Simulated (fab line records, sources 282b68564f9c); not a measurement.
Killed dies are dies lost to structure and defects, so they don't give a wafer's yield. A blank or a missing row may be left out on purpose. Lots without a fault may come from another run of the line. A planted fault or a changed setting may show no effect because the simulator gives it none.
Which tool did it? | flow rit_cmos | 15 lots, 45 wafers sampled, at 2 steps of a route of 202

WHAT THE GAUGES READ, wafer by wafer
The record holds no reading of a measuring or inspecting step that can be judged against a usual standard deviation.

WHICH TOOL RAN EACH LOT (tool, then ch and the chambers of the sampled wafers, then the start)
lot  | RIT_REOX_CLEAN_00              | RIT_M1_PROBE_99
L281 | wet_bench-01 ch 3, day 2 18:40 | prober-02, day 3 16:19
L282 | wet_bench-03 ch 0, day 3 02:27 | prober-01, day 3 22:31
L284 | wet_bench-03 ch 2, day 3 10:59 | prober-01, day 4 07:19
L286 | wet_bench-04 ch 3, day 3 21:42 | prober-01, day 4 18:14
L287 | wet_bench-04 ch 1, day 4 05:56 | prober-02, day 5 01:17
L288 | wet_bench-03 ch 3, day 4 08:44 | prober-01, day 5 05:34
L289 | wet_bench-04 ch 2, day 4 13:36 | prober-02, day 5 10:58
L295 | wet_bench-04 ch 3, day 5 18:07 | prober-01, day 6 15:44
L296 | wet_bench-01 ch 2, day 5 23:18 | prober-01, day 6 18:44
L297 | wet_bench-03 ch 2, day 6 08:38 | prober-02, day 7 03:58
L299 | wet_bench-03 ch 2, day 6 13:56 | prober-02, day 7 10:07
L300 | wet_bench-04 ch 0, day 6 20:55 | prober-01, day 7 17:59
L301 | wet_bench-03 ch 3, day 7 02:58 | prober-02, day 8 00:15
L302 | wet_bench-04 ch 0, day 7 06:21 | prober-01, day 8 02:01
L303 | wet_bench-01 ch 2, day 7 10:17 | prober-02, day 8 07:13
- RIT_REOX_CLEAN_00: cleans in SC1, time 600 s.
- RIT_M1_PROBE_99

WHAT THE TOOLS THEMSELVES READ (means of the sampled wafers that have a number; where no wafer has one, the mark that the record gives instead)
RIT_REOX_CLEAN_00.
lot  | tool         | bath_guard_temp_C (C) | bath_heat_duty_pct (%)
L281 | wet_bench-01 | 74.9                  | 16.7
L282 | wet_bench-03 | 75.9                  | 19.7
L284 | wet_bench-03 | 74.7                  | 14.7
L286 | wet_bench-04 | -                     | -
L287 | wet_bench-04 | -                     | -
L288 | wet_bench-03 | -                     | -
L289 | wet_bench-04 | 74.5                  | 13.2
L295 | wet_bench-04 | 75.6                  | 12.6
L296 | wet_bench-01 | 76.1                  | 14.2
L297 | wet_bench-03 | 74.7                  | 14.6
L299 | wet_bench-03 | 74.7                  | 14.2
L300 | wet_bench-04 | 75.5                  | 13.0
L301 | wet_bench-03 | 74.7                  | 15.2
L302 | wet_bench-04 | 75.8                  | 13.2
L303 | wet_bench-01 | 76.0                  | 15.0

RIT_M1_PROBE_99.
lot  | tool      | killed_at_M0_to_M3 | killed_at_contacts | killed_at_front_end | killed_dies | killed_open | killed_short
L281 | prober-02 | 0.0                | 0.0                | 7.3                 | 7.3         | 4.0         | 3.3
L282 | prober-01 | 0.0                | 0.0                | 7.7                 | 7.7         | 4.0         | 3.7
L284 | prober-01 | 0.0                | 0.0                | 9.0                 | 9.0         | 3.7         | 5.3
L286 | prober-01 | 0.0                | 0.0                | 3.0                 | 3.0         | 0.7         | 2.3
L287 | prober-02 | 0.0                | 0.0                | 6.7                 | 6.7         | 4.0         | 2.7
L288 | prober-01 | 0.0                | 0.0                | 6.7                 | 6.7         | 4.0         | 2.7
L289 | prober-02 | 0.3                | 0.0                | 9.3                 | 9.7         | 4.3         | 5.3
L295 | prober-01 | 0.0                | 0.0                | 8.0                 | 8.0         | 3.3         | 4.7
L296 | prober-01 | 0.0                | 0.0                | 6.3                 | 6.3         | 3.0         | 3.3
L297 | prober-02 | 0.0                | 0.7                | 8.0                 | 8.7         | 3.3         | 5.3
L299 | prober-02 | 0.0                | 1.0                | 7.3                 | 8.3         | 5.7         | 2.7
L300 | prober-01 | 0.0                | 0.3                | 4.7                 | 5.0         | 3.3         | 1.7
L301 | prober-02 | 0.0                | 0.0                | 7.0                 | 7.0         | 2.3         | 4.7
L302 | prober-01 | 0.0                | 0.3                | 5.0                 | 5.3         | 1.3         | 4.0
L303 | prober-02 | 0.0                | 0.0                | 4.7                 | 4.7         | 2.7         | 2.0

THE ANSWER, worked out from the rows above alone
Rule: what is usual is taken from the lots themselves. Put in order of their means at a reading, lots are off if they are a third of the lots or fewer, leave a main group of 4 or more, and stand apart from it by a gap of 3 or more times the standard deviation of the main group's means; of several such gaps the widest counts. A main group whose means are all the same, to the digits that the tables above print for the reading, isn't used. A lot without any number at a reading at which 4 lots or more have one is off too. The other lots that the step has rows for count as sound. The gauges are gone through in route order, then the tools' own readings, and for those a lot's mean is taken as printed above. The first step at which some lot is off is used, and at that step the reading that is off furthest; a lot without a number counts as furthest.
Off: L286, L287, L288, at RIT_REOX_CLEAN_00 (bath_guard_temp_C). Without a number there: L286, L287, L288. The main group: mean 75.3 C, standard deviation 0.58.
A tool fits if, at that step or a process step before it, it ran every lot that is off, and no sound lot after the first of them. None of those tried fits.

WHAT THE SIMULATOR HAD PUT IN
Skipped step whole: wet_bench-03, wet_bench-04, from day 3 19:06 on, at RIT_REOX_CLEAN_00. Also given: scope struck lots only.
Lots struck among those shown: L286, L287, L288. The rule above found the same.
